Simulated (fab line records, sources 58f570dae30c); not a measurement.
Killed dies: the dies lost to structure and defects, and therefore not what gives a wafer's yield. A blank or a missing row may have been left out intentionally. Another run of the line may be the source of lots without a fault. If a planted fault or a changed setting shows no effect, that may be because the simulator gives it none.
2 desks looking at one fault ; flow berkeleyCmos170 ; numbers are kept per desk, each desk with only its own; the story behind them comes last

== AT THE METROLOGY DESK ==
What the gauges read, lot by lot, whatever tool the lot ran on: means of the sampled wafers that have a number. Marked OUT: a lot whose mean sits more than 4 standard deviations from the usual mean, which makes it out of limits; the brackets give that distance.
Columns: A = PVT_TW at UCB170_PVT_TW_MEAS_09, usual 503; B = cdNm at UCB170_GATE_CD_MEAS_90, usual 350.0 nm; C = SPACER_TEOS_THK at UCB170_SPACER_THK_MEAS_01, usual 374 nm; D = cdNm at UCB170_PSD_CD_MEAS_06, usual 1199.9 nm
lot;first seen here;A;B;C;D
L911;day 6 15:05;502;352.3;378;1201.2
L910;day 6 15:41;497;351.6;374;1202.2
L912;day 7 04:56;499;352.1;373;1197.7
L913;day 7 05:52;506;349.9;377;1200.6
L914;day 7 06:11;498;350.9;378;1200.2
L917;day 7 18:07;501;350.7;376;1202.3
L916;day 7 18:19;503;351.3;380;1205.2
L915;day 7 19:20;508;349.1;370;1204.6
L921;day 8 14:58;504;350.3;377;1199.7
L922;day 8 15:07;505;349.0;375;1203.6
L924;day 9 04:59;506;351.7;374;1201.2
L925;day 9 05:15;506;349.9;373;1198.9
L926;day 9 22:01;497;348.7;372;1198.9
L931;day 11 00:14;500;348.1;374;1200.5
L933;day 11 01:19;510;349.3;373;1200.3
Finding of this desk: none of the 15 lots has anything out of limits.

== FOR THE TOOL OWNER'S DESK: krfScanner-01 ==
The tool's own readings at UCB170_PSD_EXPOSE_03 (exposes mask PSELECT MOD, target cd 1200 nm): means of the sampled wafers that have a number, for each lot that ran on this tool. Marked OUT: a lot whose mean sits more than 4 standard deviations from the usual mean, which makes it out of limits; the brackets give that distance.
Columns: A = exposureDoseMJCm2 at UCB170_PSD_EXPOSE_03, usual 29.99; B = stageVelMmS at UCB170_PSD_EXPOSE_03, usual 499.95 mm/s
lot;first seen here;A;B
L911;day 7 17:17;30.02;500.19
L910;day 7 17:24;30.01;500.18
L914;day 8 05:58;30.00;500.08
L917;day 8 21:29;30.87 (+26) OUT;499.79
L916;day 8 21:36;30.88 (+26) OUT;499.98
L915;day 8 21:44;30.86 (+26) OUT;500.29
Finding of this desk: L915, L916, L917 out of limits; the first was L917 at day 8 21:29, on exposureDoseMJCm2 at UCB170_PSD_EXPOSE_03. In limits: L911, L910, L914.

== TAKEN TOGETHER ==
On L915, L916, L917, at day 8 21:29, an alarm was possible from the tool owner's desk.
Nothing out of limits was seen by the metrology desk.
The metrology desk has L915, L916, L917 on record, within its limits.
UCB170_PSD_EXPOSE_03 was run on krfScanner-01 by each of the lots named.

== WHAT WAS PUT IN BY THE SIMULATOR ==
Process parameter drift: krfScanner-01, from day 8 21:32 on, at UCB170_PSD_EXPOSE_03. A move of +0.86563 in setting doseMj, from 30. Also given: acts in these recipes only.
Struck lots among those shown: L915, L916, L917.
